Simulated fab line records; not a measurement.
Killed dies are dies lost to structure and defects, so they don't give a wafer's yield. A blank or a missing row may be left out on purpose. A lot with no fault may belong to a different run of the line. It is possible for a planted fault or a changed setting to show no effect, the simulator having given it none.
Problem report, 8D (eight disciplines) form, completed by code | flow berkeleyCmos170 | the parts of the form that need people (team, actions taken, sign-off) are left out

== 1. THE PROBLEM ==
Wafers free of any fault read 380.8 (standard deviation 2.5) for PWELL_TW at UCB170_PWELL_TW_MEAS_17, against a mean of 404.9 on 6 wafers of 2 lots. That puts it +9.6 standard deviations away from the usual mean.
The first sign was on wafer L778.2 at day 6 16:24, on filmMetro-02. The record has a number at this step for 42 wafers belonging to 14 lots. Rule for "out", or "out of limits": more than 4 standard deviations from the usual mean. The rest of the wafers with a number are treated as sound.

== 2. WHAT IT IS AND WHAT IT IS NOT ==
question                    | is                         | is not
which readings at this step | PWELL_TW                   | -
which lots                  | L778, L780                 | L762, L763, L764, L766, L767, L768, L769, L771, L772, L774, L782, L783
which wafers of those lots  | all that have a number     | -
read on which gauges        | filmMetro-02, filmMetro-04 | filmMetro-03
when                        | from day 6 16:24           | up to then (30 sound wafers); but 6 sound wafers of L782, L783 came after

== 3. SUSPECTS, AND WHAT RULES EACH OUT ==
Counting: a tool at a process step up to the reading stays a suspect if it ran every lot that is out and no sound lot after the first of them.
- the gauge at UCB170_PWELL_TW_MEAS_17 is ruled out. Those wafers that are out were read across 2 gauges (filmMetro-02, filmMetro-04).
- implanter-01 at UCB170_PWELL_IMPLANT_15: kept. Every lot that is out went through it, starting with L778 (day 6 16:10), and after that it ran no sound lot; the last sound lot it ran before then is L769 (day 4 14:28). Its own doseIonsCm2, faradayCurrentUA readings are out on those wafers.
The count leaves implanter-01 at UCB170_PWELL_IMPLANT_15.

== 4. THE CAUSE (what the simulator had put in) ==
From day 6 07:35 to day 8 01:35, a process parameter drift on implanter-01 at UCB170_PWELL_IMPLANT_15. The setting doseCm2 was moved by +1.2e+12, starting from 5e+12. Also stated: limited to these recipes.
Only this tool survived the counting.

== 5. THE EFFECT CHAIN, in route order ==
One row per reading whose mean, taken over the struck wafers that have a number, lies over 3 standard deviations from the usual. Only readings whose record carries a usual standard deviation are examined. hours: median over the lots of the time between each lot's start at the first step of this table that gives one and its start at this step. sigmas: the change, counted in usual standard deviations.
hours | step                    | reading          | usual | on struck wafers | change | sigmas
0     | UCB170_PWELL_IMPLANT_15 | doseIonsCm2      | 5e+12 | 6e+12            | +1e+12 | +99 or more
0     | UCB170_PWELL_IMPLANT_15 | faradayCurrentUA | 15.8  | 19.7             | +3.9   | +12
0     | UCB170_PWELL_TW_MEAS_17 | PWELL_TW         | 380.8 | 404.9            | +24.1  | +9.6
Its process steps:
- UCB170_PWELL_IMPLANT_15
Later steps that measure or inspect, where all struck wafers having a row at the step show a number for every such reading and not one has moved that far: UCB170_SPACER_THK_MEAS_01.

== 6. WHAT WOULD HAVE CAUGHT IT SOONER ==
In this record the first reading out of limits at a measuring or inspecting step was taken at day 6 16:24, 9 hours after the fault began at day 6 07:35.
Tool's own readings at UCB170_PWELL_IMPLANT_15, doseIonsCm2, faradayCurrentUA: out on all struck wafers the step has rows for; an alarm limit on them would have tripped on the first.
Among the 2 lots that are out, L780 began UCB170_PWELL_IMPLANT_15 on implanter-01 after day 6 16:24. It would have been spared by a hold on the tool at that moment.
